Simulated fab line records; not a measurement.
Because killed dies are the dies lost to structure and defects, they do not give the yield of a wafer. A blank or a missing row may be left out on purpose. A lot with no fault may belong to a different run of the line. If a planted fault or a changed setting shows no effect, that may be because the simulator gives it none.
Which tool was responsible? / flow rit-cmos / 7 lots with 21 wafers sampled at 2 steps, on a route of 202 steps

## WHAT THE GAUGES SHOWED, per wafer
RIT_NRETRO_TW_MEAS_10.
lot=L112; measured=day 2 17:44; on=film-metro-02; NRETRO_TW=1061 1060 1053
lot=L114; measured=day 3 02:32; on=film-metro-04; NRETRO_TW=1065 1070 1074
lot=L117; measured=day 3 18:55; on=film-metro-01; NRETRO_TW=1062 1062 1063
lot=L120; measured=day 4 08:26; on=film-metro-04; NRETRO_TW=1075 1071 1077
lot=L122; measured=day 5 00:29; on=film-metro-02; NRETRO_TW=1327 1328 1325 1329 1317 1326
lot=L124; measured=day 5 12:20; on=film-metro-02; NRETRO_TW=1060 1058 1062
lot=L134; measured=day 7 06:20; on=film-metro-01; NRETRO_TW=1056 1066 1067

## WHAT TOOL EACH LOT RAN ON (gives the tool, then ch and the chambers of the sampled wafers, and finally the start)
lot=L112; RIT_NRETRO_IMPLANT_08=implanter-04 ch 0, day 2 17:24
lot=L114; RIT_NRETRO_IMPLANT_08=implanter-03 ch 0, day 3 02:15
lot=L117; RIT_NRETRO_IMPLANT_08=implanter-02 ch 0, day 3 18:36
lot=L120; RIT_NRETRO_IMPLANT_08=implanter-02 ch 0, day 4 08:09
lot=L122; RIT_NRETRO_IMPLANT_08=implanter-02 ch 0, day 4 23:49
lot=L124; RIT_NRETRO_IMPLANT_08=implanter-03 ch 0, day 5 12:01
lot=L134; RIT_NRETRO_IMPLANT_08=implanter-04 ch 0, day 7 06:02
- RIT_NRETRO_IMPLANT_08

## THE ANSWER, worked out from the rows above alone
Rule: the lots themselves supply what counts as usual. Put in order of their means at a reading, lots are off if they are a third of the lots or fewer, leave a main group of 4 or more, and stand apart from it by a gap of 3 or more times the standard deviation of the main group's means; of several such gaps the widest counts. A main group is skipped when, at the precision printed for the reading in the tables above, its means are all equal. Also off: a lot with no number at a reading for which 4 or more lots have one. Where the step has rows for the other lots, those lots are counted as sound.
Off: L122, seen at RIT_NRETRO_TW_MEAS_10 (NRETRO_TW). For the main group the mean is 1065 and the standard deviation 5.7.
If a tool, at a process step before that reading, ran all the lots that are off and no sound lot after the first of them, it fits. The gauges at RIT_NRETRO_TW_MEAS_10 are tried like those tools. One candidate fits, namely implanter-02 at RIT_NRETRO_IMPLANT_08. Its last sound lot is L120 (day 4 08:09), its first lot that is off L122 (day 4 23:49): a fault that began between those two fits.

## WHAT THE SIMULATOR HAD INSERTED
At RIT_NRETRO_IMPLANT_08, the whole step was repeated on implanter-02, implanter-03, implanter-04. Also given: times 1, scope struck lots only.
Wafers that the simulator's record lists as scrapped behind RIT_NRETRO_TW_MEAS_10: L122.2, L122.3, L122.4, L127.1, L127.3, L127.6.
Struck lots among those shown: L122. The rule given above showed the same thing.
